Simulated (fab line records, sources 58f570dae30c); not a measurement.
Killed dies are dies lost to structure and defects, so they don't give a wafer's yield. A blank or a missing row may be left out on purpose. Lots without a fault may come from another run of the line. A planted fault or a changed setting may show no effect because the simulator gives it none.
Which tool did it? | flow berkeley_cmos170 | 13 lots, 39 wafers sampled, at 6 steps of a route of 331

WHAT THE GAUGES READ, wafer by wafer
UCB170_ACTIVE_CD_MEAS_90: target cd 1200 nm.
lot  | measured    | on        | cd_nm (nm)
L295 | day 4 08:42 | cd_sem-02 | 1201.1 1199.6 1201.3
L298 | day 4 19:51 | cd_sem-02 | 1201.6 1201.3 1200.6
L297 | day 4 20:07 | cd_sem-01 | 1201.6 1201.2 1201.8
L300 | day 5 01:49 | cd_sem-01 | 1204.0 1203.2 1203.0
L301 | day 5 02:04 | cd_sem-02 | 1201.8 1200.0 1201.3
L299 | day 5 02:23 | cd_sem-01 | 1200.7 1199.6 1199.0
L303 | day 5 13:14 | cd_sem-01 | 1202.7 1201.8 1201.4
L302 | day 5 13:31 | cd_sem-01 | 1202.8 1200.3 1201.2
L304 | day 5 18:54 | cd_sem-01 | 1197.4 1196.6 1199.2
L305 | day 6 01:28 | cd_sem-01 | 1201.3 1198.6 1201.1
L306 | day 6 01:42 | cd_sem-02 | 1199.3 1199.4 1198.6
L313 | day 7 21:58 | cd_sem-01 | 1198.9 1198.2 1199.3
L316 | day 8 16:02 | cd_sem-01 | 1200.1 1198.9 1199.4

UCB170_SPACER_THK_MEAS_01.
lot  | measured     | on            | SPACER_TEOS_THK (nm)
L295 | day 6 07:25  | film_metro-03 | 372 376 385
L298 | day 6 11:42  | film_metro-02 | 375 375 376
L297 | day 6 11:32  | film_metro-04 | 367 368 382
L300 | day 6 20:31  | film_metro-03 | 376 381 382
L301 | day 6 20:28  | film_metro-02 | 373 373 380
L299 | day 6 19:49  | film_metro-03 | 380 379 382
L303 | day 7 12:08  | film_metro-02 | 375 368 381
L302 | day 7 13:19  | film_metro-04 | 369 365 371
L304 | day 7 19:24  | film_metro-02 | 371 382 373
L305 | day 8 06:59  | film_metro-02 | 381 368 384
L306 | day 8 07:30  | film_metro-04 | 369 375 371
L313 | day 9 22:49  | film_metro-02 | 249 384 251
L316 | day 10 14:12 | film_metro-04 | 369 365 377

UCB170_V2_CD_MEAS_12: target cd 700 nm.
lot  | measured     | on        | cd_nm (nm)
L295 | day 7 16:22  | cd_sem-01 | 699.6 700.7 700.6
L298 | day 7 16:38  | cd_sem-01 | 697.5 698.6 698.9
L297 | day 7 16:11  | cd_sem-02 | 702.1 697.9 700.6
L300 | day 8 05:43  | cd_sem-02 | 698.2 699.7 699.9
L301 | day 8 06:23  | cd_sem-01 | 699.3 698.3 699.5
L299 | day 8 07:32  | cd_sem-02 | 700.3 699.8 699.6
L303 | day 8 19:52  | cd_sem-01 | 698.7 699.9 698.3
L302 | day 8 16:49  | cd_sem-01 | 702.9 702.7 702.4
L304 | day 8 23:49  | cd_sem-01 | 700.1 699.4 698.9
L305 | day 9 11:26  | cd_sem-01 | 698.8 698.5 698.6
L306 | day 9 11:11  | cd_sem-02 | 698.5 698.4 698.0
L313 | day 11 05:16 | cd_sem-01 | 698.0 699.4 698.4
L316 | day 12 04:03 | cd_sem-02 | 699.3 699.5 699.3

UCB170_V2_OVL_MEAS_13.
lot  | measured     | on         | V2_OVL (nm)
L295 | day 7 16:29  | overlay-02 | 12 10 4
L298 | day 7 16:45  | overlay-01 | 11 8 6
L297 | day 7 16:18  | overlay-01 | 13 9 17
L300 | day 8 05:50  | overlay-01 | 11 6 6
L301 | day 8 06:31  | overlay-01 | 6 1 8
L299 | day 8 07:38  | overlay-01 | 10 12 8
L303 | day 8 19:59  | overlay-02 | 6 7 4
L302 | day 8 16:56  | overlay-01 | -3 6 7
L304 | day 8 23:55  | overlay-02 | 15 13 19
L305 | day 9 11:33  | overlay-01 | -3 4 7
L306 | day 9 11:19  | overlay-02 | -2 9 5
L313 | day 11 05:22 | overlay-02 | 6 8 13
L316 | day 12 04:10 | overlay-01 | 1 3 4

WHICH TOOL RAN EACH LOT (tool, then ch and the chambers of the sampled wafers, then the start)
lot  | UCB170_SPACER_CVD_00            | UCB170_SPACER_ETCHBACK_03
L295 | pecvd-03 ch 1,2, day 6 07:22    | rie_diel-01 ch 0,1,2, day 6 10:59
L298 | pecvd-04 ch 0,1,2, day 6 11:40  | rie_diel-01 ch 0,2, day 6 15:19
L297 | pecvd-01 ch 0,1,2, day 6 11:29  | rie_diel-03 ch 1,2,3, day 6 15:19
L300 | pecvd-03 ch 0,2, day 6 20:28    | rie_diel-03 ch 0,2,3, day 7 01:50
L301 | pecvd-04 ch 0,2, day 6 20:25    | rie_diel-01 ch 1,2,3, day 7 01:50
L299 | pecvd-03 ch 0,1,2, day 6 19:46  | rie_diel-02 ch 0,1,2, day 7 01:50
L303 | pecvd-01 ch 1,2, day 7 12:06    | rie_diel-03 ch 0,1,2, day 7 16:25
L302 | pecvd-04 ch 0,1, day 7 13:16    | rie_diel-02 ch 1,2,3, day 7 16:25
L304 | pecvd-03 ch 0,1,2, day 7 19:21  | rie_diel-03 ch 2,3, day 8 00:37
L305 | pecvd-03 ch 1,2, day 8 06:56    | rie_diel-03 ch 0,3, day 8 10:05
L306 | pecvd-01 ch 1,2, day 8 07:28    | rie_diel-01 ch 0,3, day 8 10:05
L313 | pecvd-03 ch 0,2, day 9 22:46    | rie_diel-03 ch 0,1,3, day 10 02:25
L316 | pecvd-01 ch 0,1,2, day 10 14:10 | rie_diel-03 ch 2,3, day 10 17:40
- UCB170_SPACER_CVD_00: deposits SiO2 from TEOS/O2, target thk 376 nm, time 47 s.
- UCB170_SPACER_ETCHBACK_03: etches SiO2 in CHF3/CF4/Ar, stops on Si, target depth 376 nm, time 100 s.

WHAT THE TOOLS THEMSELVES READ (means of the sampled wafers that have a number; where no wafer has one, the mark that the record gives instead)
UCB170_SPACER_CVD_00.
lot  | tool     | heater_power_w (W)
L295 | pecvd-03 | 199
L298 | pecvd-04 | 273
L297 | pecvd-01 | 269
L300 | pecvd-03 | 239
L301 | pecvd-04 | 323
L299 | pecvd-03 | 189
L303 | pecvd-01 | 253
L302 | pecvd-04 | 316
L304 | pecvd-03 | 226
L305 | pecvd-03 | 204
L306 | pecvd-01 | 244
L313 | pecvd-03 | 283
L316 | pecvd-01 | 256

UCB170_SPACER_ETCHBACK_03.
lot  | tool        | drypump_motor_current_A (A) | oes_product_au (a.u.) | throttle_valve_pct (%)
L295 | rie_diel-01 | 5.7                         | 0.908                 | 6.38
L298 | rie_diel-01 | 5.3                         | 0.894                 | 6.35
L297 | rie_diel-03 | 5.7                         | 0.888                 | 6.53
L300 | rie_diel-03 | 5.4                         | 0.897                 | 6.45
L301 | rie_diel-01 | 5.7                         | 0.910                 | 6.44
L299 | rie_diel-02 | 5.7                         | 0.910                 | 6.31
L303 | rie_diel-03 | 5.8                         | 0.887                 | 6.52
L302 | rie_diel-02 | 5.7                         | 0.884                 | 6.38
L304 | rie_diel-03 | 5.8                         | 0.899                 | 6.52
L305 | rie_diel-03 | 4.9                         | 0.891                 | 6.40
L306 | rie_diel-01 | 5.2                         | 0.906                 | 6.51
L313 | rie_diel-03 | 5.3                         | 0.747                 | 6.45
L316 | rie_diel-03 | 5.8                         | 0.887                 | 6.51

THE ANSWER, worked out from the rows above alone
Rule: what is usual is taken from the lots themselves. Put in order of their means at a reading, lots are off if they are a third of the lots or fewer, leave a main group of 4 or more, and stand apart from it by a gap of 3 or more times the standard deviation of the main group's means; of several such gaps the widest counts. A main group whose means are all the same, to the digits that the tables above print for the reading, isn't used. A lot without any number at a reading at which 4 lots or more have one is off too. The other lots that the step has rows for count as sound. The gauges are gone through in route order, then the tools' own readings, and for those a lot's mean is taken as printed above. The first step at which some lot is off is used, and at that step the reading that is off furthest; a lot without a number counts as furthest.
Off: L313, at UCB170_SPACER_THK_MEAS_01 (SPACER_TEOS_THK). The main group: mean 375 nm, standard deviation 3.5.
A tool fits if, at a process step before that reading, it ran every lot that is off, and no sound lot after the first of them. The gauges at UCB170_SPACER_THK_MEAS_01 aren't tried: what is off there is off at UCB170_SPACER_ETCHBACK_03 too, on other tools, and a gauge's error can't cause that. One fits: pecvd-03 at UCB170_SPACER_CVD_00. Its last sound lot is L305 (day 8 06:56), its first lot that is off L313 (day 9 22:46): a fault that began between those two fits.

WHAT THE SIMULATOR HAD PUT IN
Process parameter drift: pecvd-03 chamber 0, from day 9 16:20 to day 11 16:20, at UCB170_SPACER_CVD_00. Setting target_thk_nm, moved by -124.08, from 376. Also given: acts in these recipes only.
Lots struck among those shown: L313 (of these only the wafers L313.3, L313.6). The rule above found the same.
